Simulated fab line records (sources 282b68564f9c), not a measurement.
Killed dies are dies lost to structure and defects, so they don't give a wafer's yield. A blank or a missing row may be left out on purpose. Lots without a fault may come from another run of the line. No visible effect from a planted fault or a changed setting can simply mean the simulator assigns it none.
One fault seen from 2 desks    flow rit-cmos    numbers are kept per desk, each desk with only its own; the story behind them comes last

== THE TOOL OWNER'S DESK: pecvd-03 ==
The tool's own readings at RIT_CONTACT_CVD_00 (deposits SiO2 from TEOS, target thk 400 nm, time 61 s): means of the sampled wafers that have a number, for each lot that ran on this tool. Marked OUT: a lot whose mean sits more than 4 standard deviations from the usual mean, which makes it out of limits; the brackets give that distance.
Columns: A = heater-power-w at RIT_CONTACT_CVD_00, usual 337 W
lot   first seen here  A
L887  day 3 05:25      332
L896  day 5 08:31      379
L899  day 6 11:32      315
Result from this desk: across the 3 lots, nothing is out of limits.

== METROLOGY DESK ==
What the gauges read, lot by lot, whatever tool the lot ran on: means of the sampled wafers that have a number. Marked OUT: a lot whose mean sits more than 4 standard deviations from the usual mean, which makes it out of limits; the brackets give that distance. Shown here are 7 of its 14 readings, the ones lying furthest out on some lot.
Columns: A = PSD_RS at RIT_SDANNEAL_RS_MEAS_04, usual 116.5 ohm/sq; B = NSD_RS at RIT_SDANNEAL_RS_MEAS_05, usual 84.58 ohm/sq; C = NLDD_RS at RIT_SDANNEAL_RS_MEAS_07, usual 151.7 ohm/sq; D = SILICIDE_TI_RS at RIT_SILICIDE_RS_MEAS_02, usual 50.1 ohm/sq; E = CONTACT_TEOS_THK at RIT_CONTACT_THK_MEAS_01, usual 398 nm; F = M1_AL_RS at RIT_M1_RS_MEAS_01, usual 0.0733 ohm/sq; G = cd-nm at RIT_M1_CD_MEAS_09, usual 2600.1 nm
lot   first seen here  A      B      C      D     E    F       G
L887  day 3 04:26      116.5  84.47  151.3  51.0  394  0.0730  2598.2
L891  day 4 00:02      116.7  84.08  150.8  50.4  402  0.0734  2602.2
L896  day 5 07:23      117.0  84.76  152.7  50.7  389  0.0731  2600.8
L899  day 6 10:34      116.5  84.65  151.2  51.2  388  0.0721  2599.8
L904  day 7 02:53      116.6  84.48  151.9  48.8  402  0.0730  2599.8
L910  day 8 02:03      116.3  84.45  152.8  50.2  397  0.0732  2603.5
Result from this desk: across the 6 lots, nothing is out of limits.

== PUT TOGETHER ==
The desk of the tool owner found nothing out of limits.
From the metrology desk's view, nothing was out of limits.

== WHAT WAS PUT IN BY THE SIMULATOR ==
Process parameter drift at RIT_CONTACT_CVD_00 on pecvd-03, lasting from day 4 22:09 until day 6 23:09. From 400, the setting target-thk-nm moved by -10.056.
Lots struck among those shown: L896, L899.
